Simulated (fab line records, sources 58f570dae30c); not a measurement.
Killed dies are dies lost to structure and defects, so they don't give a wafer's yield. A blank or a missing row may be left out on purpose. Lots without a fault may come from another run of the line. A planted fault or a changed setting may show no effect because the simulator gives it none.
A struck lot beside a sound one | flow berkeley_cmos170 | 14 steps out of a route of 331
Sound: wafers L453.1, L453.2, L453.3. Struck: wafers L442.4, L442.5, L442.6. The cause comes at the end.
At each step with rows: each side's tool, then ch and its chambers, then its first start. Under that, the readings that differ: sound wafers | struck wafers | difference of the means | sigmas: that difference in standard deviations of wafers without a fault.
alike: readings whose means differ by less than 2 such deviations, and words and numbers that are the same on both sides. not compared: withheld readings, readings that some wafer has no value for, bounds like >300 that may hide the same value, and numbers for which the record gives no deviation and whose values overlap.
The two part at a step that has a row with sigmas, a row that says differs or no value, or rows on one side only. Numbers that don't overlap but have no deviation are shown without sigmas and don't part them. A reading that every wafer of one side lacks parts them only if that side has two wafers or more.

UCB170_PSD_PEB_04:
  sound on litho_track-03 ch 0, day 9 08:27; struck on litho_track-03 ch 0, day 7 02:13
  alike: chill_plate_temp_C, exhaust_pa, plate_sensor_t_centre_C, plate_sensor_t_edge_C
then, 1 step without rows for these wafers: UCB170_PSD_DEVELOP_05 (develop time 45 s).
UCB170_PSD_CD_MEAS_06: target cd 1200 nm.
  sound on cd_sem-01, day 9 08:43; struck on cd_sem-02, day 7 02:29
  reading    | sound                | struck               | difference | sigmas
  cd_nm (nm) | 1197.2 1196.7 1197.8 | 1200.7 1200.8 1200.7 | +3.5       | +2
UCB170_PSD_OVL_MEAS_07:
  sound on overlay-02, day 9 08:50; struck on overlay-01, day 7 02:34
  alike: PSD_OVL
then, 1 step without rows for these wafers: UCB170_PSD_IMPLANT_08.
UCB170_PSD_STRIP_09: strips in O2.
  sound on plasma_asher-03 ch 0,1, day 9 09:02; struck on plasma_asher-03 ch 0,1, day 7 02:46
  alike: drypump_motor_current_A, oes_product_au, strip_time_to_endpoint_s
  not compared: rf_hours_counter_h
UCB170_PSD_TW_MEAS_10:
  sound on film_metro-01, day 9 09:08; struck on film_metro-02, day 7 02:51
  reading | sound          | struck         | difference | sigmas
  PSD_TW  | 2355 2372 2359 | 2324 2322 2333 | -36        | -2
then, 5 steps without rows for these wafers: UCB170_PSD_CLEAN_11 (cleans in SPM, time 600 s); UCB170_NSD_HMDS_00 (prime time 60 s); UCB170_NSD_COAT_01 (resist thk 900 nm); UCB170_NSD_SOFTBAKE_02 (time 57.93 s); UCB170_NSD_EXPOSE_03 (exposes mask NSELECT MOD, target cd 1200 nm).
UCB170_NSD_PEB_04:
  sound on litho_track-01 ch 0, day 9 13:32; struck on litho_track-01, day 7 06:51
  no value came back on the struck wafers for chill_plate_temp_C (C), exhaust_pa (Pa); on the sound wafers chill_plate_temp_C (C) reads 22.83 23.07 23.01
then, 1 step without rows for these wafers: UCB170_NSD_DEVELOP_05 (develop time 45 s).

WHERE THEY PART
First at UCB170_PSD_CD_MEAS_06; last, within this record, at UCB170_NSD_PEB_04.

WHY: what the simulator had put in
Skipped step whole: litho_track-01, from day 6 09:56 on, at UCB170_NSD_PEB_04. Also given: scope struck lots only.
